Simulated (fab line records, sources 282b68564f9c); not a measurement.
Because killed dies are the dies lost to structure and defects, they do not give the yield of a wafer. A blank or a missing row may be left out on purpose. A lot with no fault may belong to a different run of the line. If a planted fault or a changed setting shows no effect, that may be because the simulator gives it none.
Shared-tool check + flow rit_cmos + Sampled: 15 lots, 45 wafers

== WHY IT WAS OPENED ==
At RIT_SPACER_THK_MEAS_04 the reading SPACER_NITRIDE_THK is flagged on 3 of 15 lots. Fault-free wafers read 251.0 nm, with a standard deviation of 2.4.
Rule: a lot gets a flag if all its wafers with a number sit over 4 standard deviations from that mean, or if no wafer of it has a number. The other lots count as sound.

| lot  | measured    | on            | SPACER_NITRIDE_THK (nm), wafer by wafer | flag    |
|------|-------------|---------------|-----------------------------------------|---------|
| L912 | day 3 01:26 | film_metro-02 | 252.9 254.0 252.6                       |         |
| L913 | day 3 07:28 | film_metro-01 | 251.5 251.8 251.3                       |         |
| L914 | day 3 09:22 | film_metro-01 | 251.2 251.4 248.3                       |         |
| L915 | day 3 13:32 | film_metro-04 | 251.4 252.6 252.3                       |         |
| L916 | day 3 20:52 | film_metro-01 | 250.7 250.0 248.6                       |         |
| L917 | day 4 03:29 | film_metro-02 | 250.8 251.2 252.0                       |         |
| L918 | day 4 05:38 | film_metro-02 | 248.1 248.8 247.5                       |         |
| L919 | day 4 14:47 | film_metro-02 | 250.7 248.9 248.7                       |         |
| L921 | day 5 04:46 | film_metro-04 | 499.4 499.4 498.8                       | FLAGGED |
| L922 | day 5 07:14 | film_metro-02 | 250.4 248.8 250.4                       |         |
| L923 | day 5 11:58 | film_metro-02 | 502.4 503.2 502.2                       | FLAGGED |
| L925 | day 5 19:54 | film_metro-02 | 248.9 249.9 248.2                       |         |
| L928 | day 6 11:55 | film_metro-04 | 503.1 499.0 499.4                       | FLAGGED |
| L933 | day 7 10:22 | film_metro-04 | 251.8 252.0 250.7                       |         |
| L935 | day 7 21:26 | film_metro-01 | 251.8 252.9 251.1                       |         |
Averaged over the flagged lots the numbers come to 500.8 nm, +249.8 nm from the usual (+99 or more standard deviations).

== TOOL THAT RAN EACH LOT ==
The record keeps 1 process step preceding the reading, out of 202 steps on the route. Cell contents, in order: the tool; ch with the chambers the sampled wafers went through; the start.
| lot  | flag    | RIT_SPACER_CVD_03                                         |
|------|---------|-----------------------------------------------------------|
| L912 |         | lpcvd-01 ch 0, day 2 23:31                                |
| L913 |         | lpcvd-01 ch 0, day 3 05:32                                |
| L914 |         | lpcvd-01 ch 1, day 3 07:27                                |
| L915 |         | lpcvd-01 ch 1, day 3 11:37                                |
| L916 |         | lpcvd-02 ch 1, day 3 18:57                                |
| L917 |         | lpcvd-01 ch 0, day 4 01:34                                |
| L918 |         | lpcvd-01 ch 1, day 4 03:44                                |
| L919 |         | lpcvd-01 ch 0, day 4 12:51                                |
| L921 | FLAGGED | lpcvd-02 ch 0, day 5 00:07 and lpcvd-01 ch 0, day 5 02:51 |
| L922 |         | lpcvd-01 ch 0, day 5 05:19                                |
| L923 | FLAGGED | lpcvd-02 ch 0, day 5 07:58                                |
| L925 |         | lpcvd-02 ch 1, day 5 17:58                                |
| L928 | FLAGGED | lpcvd-02 ch 0, day 6 06:00                                |
| L933 |         | lpcvd-01 ch 1, day 7 08:26                                |
| L935 |         | lpcvd-01 ch 1, day 7 19:31                                |
What is done by these steps:
- RIT_SPACER_CVD_03: deposits Si3N4 from SiH2Cl2/NH3, target thk 250 nm, time 3300 s.
- RIT_SPACER_THK_MEAS_04

== FLAGGED AGAINST TOTAL, ONE TOOL AT A TIME (gauges that did the reading follow at the end) ==
| step                   | tool          | lots run | flagged | share of the flagged lots | sound lots run after its first flagged lot |
|------------------------|---------------|----------|---------|---------------------------|--------------------------------------------|
| RIT_SPACER_CVD_03      | lpcvd-01      | 11       | 1       | some                      | 3 (L922,L933,L935)                         |
| RIT_SPACER_CVD_03      | lpcvd-02      | 5        | 3       | all                       | 1 (L925)                                   |
| RIT_SPACER_THK_MEAS_04 | film_metro-01 | 4        | 0       | none                      | -                                          |
| RIT_SPACER_THK_MEAS_04 | film_metro-02 | 7        | 1       | some                      | 1 (L925)                                   |
| RIT_SPACER_THK_MEAS_04 | film_metro-04 | 4        | 2       | some                      | 1 (L933)                                   |

== WHAT THE TABLE PERMITS ==
1 row of the table ran every flagged lot: lpcvd-02 at RIT_SPACER_CVD_03.
- lpcvd-02 at RIT_SPACER_CVD_03: 3 of its 5 lots flagged. Lots that were sound ran on it after the first flagged one (L925); a persistent fault on the entire tool would not allow that.
None of the table's rows ran every flagged lot and, after the first, no sound lot.

== WHAT HAD BEEN PUT IN BY THE SIMULATOR ==
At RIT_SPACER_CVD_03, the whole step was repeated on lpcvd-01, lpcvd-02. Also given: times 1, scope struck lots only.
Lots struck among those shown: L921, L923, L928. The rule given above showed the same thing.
